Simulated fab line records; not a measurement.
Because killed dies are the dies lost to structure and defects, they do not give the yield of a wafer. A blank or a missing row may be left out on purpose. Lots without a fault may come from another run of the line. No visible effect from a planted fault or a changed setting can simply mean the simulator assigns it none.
fab line records | flow berkeley-cmos170
[record] lots = 14 wafers = 42 last-day = 13
route steps=331 shown M3@323
lots untouched by any fault: they come from a run of this same line in which no faults occurred
start-h: start of the lot's first displayed wafer, in hours after the record's first day | wait-h: hours since the lot's step before | " same as the row above | L1.1+2: one row covering several wafers at once | - no value, or no start was given | * or withheld: withheld | < > ~ a bound
route shown NAME@n: names a module that has steps shown in the file, with the first one's number in the route | usual: average and standard deviation across the fault-free wafers | same: alike in all rows | chamber/n: place in a boat | sites: per-site readings | _std_site: standard deviation across them | _edge_site: the outer-site mean with the inner-site mean subtracted | radius-mm: how far each site lies from the wafer's centre | mask NAME#n: copy n | behind: the tool/chamber that last shaped the wafer | hold: what put the lot on hold/how long, in hours/how the hold closed | device: transistor that didn't switch, given as n, p or np | end of line: the tests these same wafers got at the end of their route | a step without rows: its recipe alone | killed: dies lost to structure and defects at the first sort, not the wafer's yield | map: shows each die of a wafer: x if killed, . if not, _ if none is there
set.NAME: setting as actually run; set.NAME@STEP: the setting as run at that earlier step | model.NAME: the simulator's own value behind a step, which no gauge read
a sample of lots followed through the steps of the route, with each step as a table and each wafer as a row
[[steps]]
[step UCB170_M3_DEVELOP_14]
[recipe] developer = TMAH develop-time-s = 45 resist = KrF dev-temp-c = 21
[usual] chill-plate-temp-C = 23.02/0.11 develop-time-s = 45/0
// columns lot.wafer tool chamber start-h wait-h chill-plate-temp-C develop-time-s
L800.3 litho-track-03 0 204 - 22.93 45
L800.4 " 0 " " 22.93 45
L800.6 " 0 " " 23.06 45
L801.2 litho-track-02 0 213 - 23.09 45
L801.3 " 0 " " 23.15 45
L801.5 " 0 214 - 23.17 45
L802.1 litho-track-04 - 215 - - -
L802.5 " - " " - -
L802.6 " - " " - -
L804.4 litho-track-03 - 221 - - -
L804.5 " - " " - -
L804.6 " - " " - -
L812.2 litho-track-03 0 257 - 23.04 45
L812.4 " 0 " " 23.21 45
L812.5 " 0 " " 23.23 45
L813.3 litho-track-02 0 259 - 23.07 45
L813.4 " 0 " " 23.18 45
L813.6 " 0 " " 23.02 45
L816.2 litho-track-03 0 261 - 22.82 45
L816.4 " 0 " " 22.95 45
L816.5 " 0 " " 22.96 45
L817.2 litho-track-03 0 268 - 23.00 45
L817.4 " 0 " " 22.93 45
L817.5 " 0 " " 22.99 45
L814.1 litho-track-03 0 268 - 23.18 45
L814.2 " 0 " " 23.00 45
L814.6 " 0 " " 23.21 45
L815.2 litho-track-04 0 268 - 22.88 45
L815.3 " 0 " " 23.04 45
L815.4 " 0 " " 22.90 45
L818.3 litho-track-03 0 273 - 23.04 45
L818.5 " 0 " " 23.04 45
L818.6 " 0 " " 23.23 45
L822.2 litho-track-03 0 301 - 23.00 45
L822.5 " 0 " " 22.84 45
L822.6 " 0 " " 23.01 45
L820.1 litho-track-04 0 301 - 23.12 45
L820.2 " 0 " " 23.13 45
L820.3 " 0 " " 23.09 45
L819.1 litho-track-03 0 301 - 22.97 45
L819.4 " 0 " " 22.90 45
L819.5 " 0 " " 23.04 45
[step UCB170_M3_BOW_MEAS_20]
[recipe] mode = bow
[usual] M3_BOW = 35/8.1
// columns lot.wafer tool chamber start-h wait-h M3_BOW[um]
L800.3 film-metro-02 - 205.09 0.1 41
L800.4 " - " " 53
L800.6 " - " " 49
L801.2 film-metro-01 - 214.69 0.1 36
L801.3 " - " " 33
L801.5 " - " " 39
L802.1 film-metro-01 - 216.27 0.1 25
L802.5 " - " " 24
L802.6 " - " " 28
L804.4 film-metro-01 - 221.81 0.1 19
L804.5 " - " " 19
L804.6 " - " " 23
L812.2 film-metro-03 - 258.17 0.1 28
L812.4 " - " " 39
L812.5 " - " " 44
L813.3 film-metro-01 - 260.04 0.1 33
L813.4 " - " " 30
L813.6 " - " " 17
L816.2 film-metro-02 - 262.04 0.1 36
L816.4 " - " " 33
L816.5 " - " " 39
L817.2 film-metro-02 - 268.96 0.1 32
L817.4 " - " " 29
L817.5 " - " " 20
L814.1 film-metro-02 - 269.22 0.1 31
L814.2 " - " " 30
L814.6 " - " " 39
L815.2 film-metro-03 - 269.82 0.1 49
L815.3 " - " " 42
L815.4 " - " " 47
L818.3 film-metro-02 - 274.08 0.1 53
L818.5 " - " " 31
L818.6 " - " " 45
L822.2 film-metro-01 - 302.24 0.1 53
L822.5 " - " " 33
L822.6 " - " " 47
L820.1 film-metro-03 - 302.34 0.1 40
L820.2 " - " " 27
L820.3 " - " " 36
L819.1 film-metro-02 - 302.54 0.1 34
L819.4 " - " " 38
L819.5 " - " " 22
[[key]]
[first-sign] step = UCB170_M3_DEVELOP_14 reading = tool-record direction = missing
effect none on later readings
met-at UCB170_M3_DEVELOP_14
struck-lots L802,L804
later-rows-left-out L802.1,L802.5,L802.6,L804.4,L804.5,L804.6
sort-left-out L802.1,L802.5,L802.6,L804.4,L804.5,L804.6
not-acting-at UCB170_M3_BOW_MEAS_20
onset-between 204 215
[fault] kind = skipped-step-whole tool = litho-track-03,litho-track-04 chamber = - onset-h = 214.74 steps = UCB170_M3_DEVELOP_14 scope = struck-lots-only
// sort-left-out: the simulated sort isn't trusted on such a fault, so these wafers' sort isn't shown, and their yield isn't known
// later-rows-left-out: the simulator's readings of these wafers behind a module that went badly wrong aren't trusted and aren't shown, but for the sort
